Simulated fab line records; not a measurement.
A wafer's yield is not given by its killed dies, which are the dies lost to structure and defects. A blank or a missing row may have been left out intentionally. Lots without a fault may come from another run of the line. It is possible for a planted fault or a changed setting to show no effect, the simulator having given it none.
What tool caused it? || flow berkeley-cmos170 || Sampling: 14 lots, 42 wafers, 3 of 331 route steps

## WHAT EACH GAUGE READ, for each wafer
UCB170_PWELL_THK_MEAS_06.
{"lot": "L165", "measured": "day 3 05:16", "on": "film-metro-02", "PWELL_NITRIDE_THK (nm)": "221.8 219.2 221.0"}
{"lot": "L164", "measured": "day 3 05:16", "on": "film-metro-01", "PWELL_NITRIDE_THK (nm)": "223.7 225.5 223.8"}
{"lot": "L166", "measured": "day 3 16:36", "on": "film-metro-04", "PWELL_NITRIDE_THK (nm)": "216.4 216.4 215.8"}
{"lot": "L167", "measured": "day 4 04:47", "on": "film-metro-04", "PWELL_NITRIDE_THK (nm)": "217.4 217.8 219.3"}
{"lot": "L168", "measured": "day 4 04:47", "on": "film-metro-01", "PWELL_NITRIDE_THK (nm)": "219.8 219.4 220.8"}
{"lot": "L170", "measured": "day 4 17:41", "on": "film-metro-04", "PWELL_NITRIDE_THK (nm)": "221.9 222.6 218.9"}
{"lot": "L169", "measured": "day 4 17:42", "on": "film-metro-02", "PWELL_NITRIDE_THK (nm)": "222.7 221.3 219.0"}
{"lot": "L173", "measured": "day 5 08:05", "on": "film-metro-01", "PWELL_NITRIDE_THK (nm)": "220.4 219.7 218.5"}
{"lot": "L176", "measured": "day 5 14:34", "on": "film-metro-01", "PWELL_NITRIDE_THK (nm)": "221.6 221.3 222.5"}
{"lot": "L179", "measured": "day 6 09:21", "on": "film-metro-02", "PWELL_NITRIDE_THK (nm)": "221.7 221.1 220.6"}
{"lot": "L182", "measured": "day 6 14:43", "on": "film-metro-02", "PWELL_NITRIDE_THK (nm)": "221.8 221.2 220.7"}
{"lot": "L184", "measured": "day 7 09:09", "on": "film-metro-01", "PWELL_NITRIDE_THK (nm)": "225.2 224.3 223.7"}
{"lot": "L185", "measured": "day 7 15:38", "on": "film-metro-01", "PWELL_NITRIDE_THK (nm)": "224.8 222.8 223.0"}
{"lot": "L186", "measured": "day 7 15:40", "on": "film-metro-02", "PWELL_NITRIDE_THK (nm)": "221.4 220.9 224.1"}

UCB170_PWELL_TW_MEAS_17.
{"lot": "L165", "measured": "day 3 06:54", "on": "film-metro-04", "PWELL_TW": "376.7 379.4 376.1"}
{"lot": "L164", "measured": "day 3 07:11", "on": "film-metro-04", "PWELL_TW": "377.9 377.9 379.2"}
{"lot": "L166", "measured": "day 3 18:26", "on": "film-metro-02", "PWELL_TW": "381.6 380.4 380.3"}
{"lot": "L167", "measured": "day 4 06:11", "on": "film-metro-04", "PWELL_TW": "391.6 393.9 392.5 392.4 393.0 392.9"}
{"lot": "L168", "measured": "day 4 06:19", "on": "film-metro-02", "PWELL_TW": "381.0 381.3 382.8"}
{"lot": "L170", "measured": "day 4 19:15", "on": "film-metro-01", "PWELL_TW": "389.8 389.5 390.1 391.3 391.7 389.4"}
{"lot": "L169", "measured": "day 4 18:59", "on": "film-metro-02", "PWELL_TW": "382.9 384.9 382.7"}
{"lot": "L173", "measured": "day 5 09:51", "on": "film-metro-01", "PWELL_TW": "376.0 377.2 377.3"}
{"lot": "L176", "measured": "day 5 17:14", "on": "film-metro-02", "PWELL_TW": "383.0 381.2 382.9"}
{"lot": "L179", "measured": "day 6 11:12", "on": "film-metro-01", "PWELL_TW": "376.2 375.9 377.3"}
{"lot": "L182", "measured": "day 6 16:26", "on": "film-metro-02", "PWELL_TW": "383.1 383.0 384.1"}
{"lot": "L184", "measured": "day 7 10:46", "on": "film-metro-04", "PWELL_TW": "381.6 382.1 383.2"}
{"lot": "L185", "measured": "day 7 17:17", "on": "film-metro-02", "PWELL_TW": "382.2 382.8 382.2"}
{"lot": "L186", "measured": "day 7 17:34", "on": "film-metro-02", "PWELL_TW": "381.4 381.8 381.4"}

## EACH LOT AND THE TOOL THAT RAN IT (in order: tool; ch and the chambers of the sampled wafers; start)
{"lot": "L165", "UCB170_PWELL_IMPLANT_15": "implanter-02 ch 0, day 3 06:39"}
{"lot": "L164", "UCB170_PWELL_IMPLANT_15": "implanter-02 ch 0, day 3 06:57"}
{"lot": "L166", "UCB170_PWELL_IMPLANT_15": "implanter-01 ch 0, day 3 18:11"}
{"lot": "L167", "UCB170_PWELL_IMPLANT_15": "implanter-02 ch 0, day 4 05:56"}
{"lot": "L168", "UCB170_PWELL_IMPLANT_15": "implanter-01 ch 0, day 4 06:04"}
{"lot": "L170", "UCB170_PWELL_IMPLANT_15": "implanter-02 ch 0, day 4 19:01"}
{"lot": "L169", "UCB170_PWELL_IMPLANT_15": "implanter-04 ch 0, day 4 18:46"}
{"lot": "L173", "UCB170_PWELL_IMPLANT_15": "implanter-04 ch 0, day 5 09:36"}
{"lot": "L176", "UCB170_PWELL_IMPLANT_15": "implanter-04 ch 0, day 5 16:59"}
{"lot": "L179", "UCB170_PWELL_IMPLANT_15": "implanter-01 ch 0, day 6 10:57"}
{"lot": "L182", "UCB170_PWELL_IMPLANT_15": "implanter-04 ch 0, day 6 16:11"}
{"lot": "L184", "UCB170_PWELL_IMPLANT_15": "implanter-04 ch 0, day 7 10:31"}
{"lot": "L185", "UCB170_PWELL_IMPLANT_15": "implanter-02 ch 0, day 7 17:02"}
{"lot": "L186", "UCB170_PWELL_IMPLANT_15": "implanter-04 ch 0, day 7 17:21"}
- UCB170_PWELL_IMPLANT_15

## WHAT THE TOOLS THEMSELVES READ (means of the sampled wafers that have a number; where no wafer has one, the mark that the record gives instead)
UCB170_PWELL_IMPLANT_15.
{"lot": "L165", "tool": "implanter-02", "beam-energy-keV": 59.979}
{"lot": "L164", "tool": "implanter-02", "beam-energy-keV": 59.990}
{"lot": "L166", "tool": "implanter-01", "beam-energy-keV": 59.992}
{"lot": "L167", "tool": "implanter-02", "beam-energy-keV": 77.990}
{"lot": "L168", "tool": "implanter-01", "beam-energy-keV": 59.977}
{"lot": "L170", "tool": "implanter-02", "beam-energy-keV": 78.002}
{"lot": "L169", "tool": "implanter-04", "beam-energy-keV": 59.990}
{"lot": "L173", "tool": "implanter-04", "beam-energy-keV": 59.992}
{"lot": "L176", "tool": "implanter-04", "beam-energy-keV": 59.989}
{"lot": "L179", "tool": "implanter-01", "beam-energy-keV": 59.990}
{"lot": "L182", "tool": "implanter-04", "beam-energy-keV": 60.001}
{"lot": "L184", "tool": "implanter-04", "beam-energy-keV": 59.996}
{"lot": "L185", "tool": "implanter-02", "beam-energy-keV": 60.012}
{"lot": "L186", "tool": "implanter-04", "beam-energy-keV": 59.986}

## THE ANSWER, worked out from the rows above alone
Rule: usual is defined by the lots themselves. Put in order of their means at a reading, lots are off if they are a third of the lots or fewer, leave a main group of 4 or more, and stand apart from it by a gap of 3 or more times the standard deviation of the main group's means; of several such gaps the widest counts. Not used: any main group whose means are identical at the precision the tables above print for the reading. A lot without any number at a reading at which 4 lots or more have one is off too. Any other lot the step has rows for is counted as sound. Order of review: gauges by route order, followed by the tools' own readings, for which a lot's mean as printed above is used. At the first step where some lot is off, the reading lying furthest off is the one used; lots without a number count as furthest.
Off, at UCB170_PWELL_IMPLANT_15 on beam-energy-keV: L167, L170. The main group has a mean of 59.991 with a standard deviation of 0.0088.
If a tool, at that step or one of the process steps before it, ran each lot that is off and ran no sound lot following the first of them, it fits. None of those tried fits.

## WHAT WAS PUT IN BY THE SIMULATOR
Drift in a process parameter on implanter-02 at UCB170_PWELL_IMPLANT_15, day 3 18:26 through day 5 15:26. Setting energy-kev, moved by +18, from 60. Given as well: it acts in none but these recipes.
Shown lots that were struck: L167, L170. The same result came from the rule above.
